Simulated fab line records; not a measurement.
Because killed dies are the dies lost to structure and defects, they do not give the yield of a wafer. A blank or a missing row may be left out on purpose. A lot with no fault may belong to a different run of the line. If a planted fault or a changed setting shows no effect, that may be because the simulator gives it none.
Which tool did it? | flow berkeley-cmos170 | 7 lots, 21 wafers sampled, at 2 steps of a route of 331

## WHAT THE GAUGES SHOWED, per wafer
UCB170_GATE_THK_MEAS_02.
lot  | measured     | on            | GATE_OXIDE_THK (nm)
L586 | day 6 09:55  | film-metro-04 | 6.58 6.52 6.40
L588 | day 7 10:35  | film-metro-01 | 6.59 6.67 6.71
L590 | day 7 10:37  | film-metro-02 | 6.63 6.75 6.57
L592 | day 8 05:19  | film-metro-02 | 8.95 8.80 8.81
L594 | day 8 05:19  | film-metro-01 | 8.74 8.87 8.79
L606 | day 11 15:14 | film-metro-04 | 6.61 6.60 6.60
L608 | day 11 15:10 | film-metro-04 | 6.76 6.79 6.89

## WHICH TOOL RAN EACH LOT (tool, then ch and the chambers of the sampled wafers, then the start)
lot  | UCB170_GATE_OXIDATION_01
L586 | furnace-04 ch 0, day 6 08:17
L588 | furnace-01 ch 0, day 7 09:03
L590 | furnace-01 ch 0, day 7 09:03
L592 | furnace-01 ch 0, day 8 03:49
L594 | furnace-01 ch 0, day 8 03:49
L606 | furnace-01 ch 0, day 11 13:40
L608 | furnace-01 ch 0, day 11 13:40
- UCB170_GATE_OXIDATION_01: target thk 6.6 nm, ox time 1800 s.

## THE ANSWER, worked out from the rows above alone
Rule: what is usual is taken from the lots themselves. The widest of any qualifying gaps counts: lots, ordered by their means at a reading, are off when they make up no more than a third of the lots, leave a main group of 4 or more, and stand apart from it by 3 or more times the standard deviation of that group's means. A main group is skipped when, at the precision printed for the reading in the tables above, its means are all equal. A lot without any number at a reading at which 4 lots or more have one is off too. Where the step has rows for the other lots, those lots are counted as sound.
Off: L592, L594, at UCB170_GATE_THK_MEAS_02 (GATE_OXIDE_THK). For the main group the mean is 6.64 nm and the standard deviation 0.1.
A tool fits if, at a process step before that reading, it ran every lot that is off, and no sound lot after the first of them. The gauges at UCB170_GATE_THK_MEAS_02 are tried like those tools. Not one of the candidates tried fits.

## WHAT THE SIMULATOR PUT IN
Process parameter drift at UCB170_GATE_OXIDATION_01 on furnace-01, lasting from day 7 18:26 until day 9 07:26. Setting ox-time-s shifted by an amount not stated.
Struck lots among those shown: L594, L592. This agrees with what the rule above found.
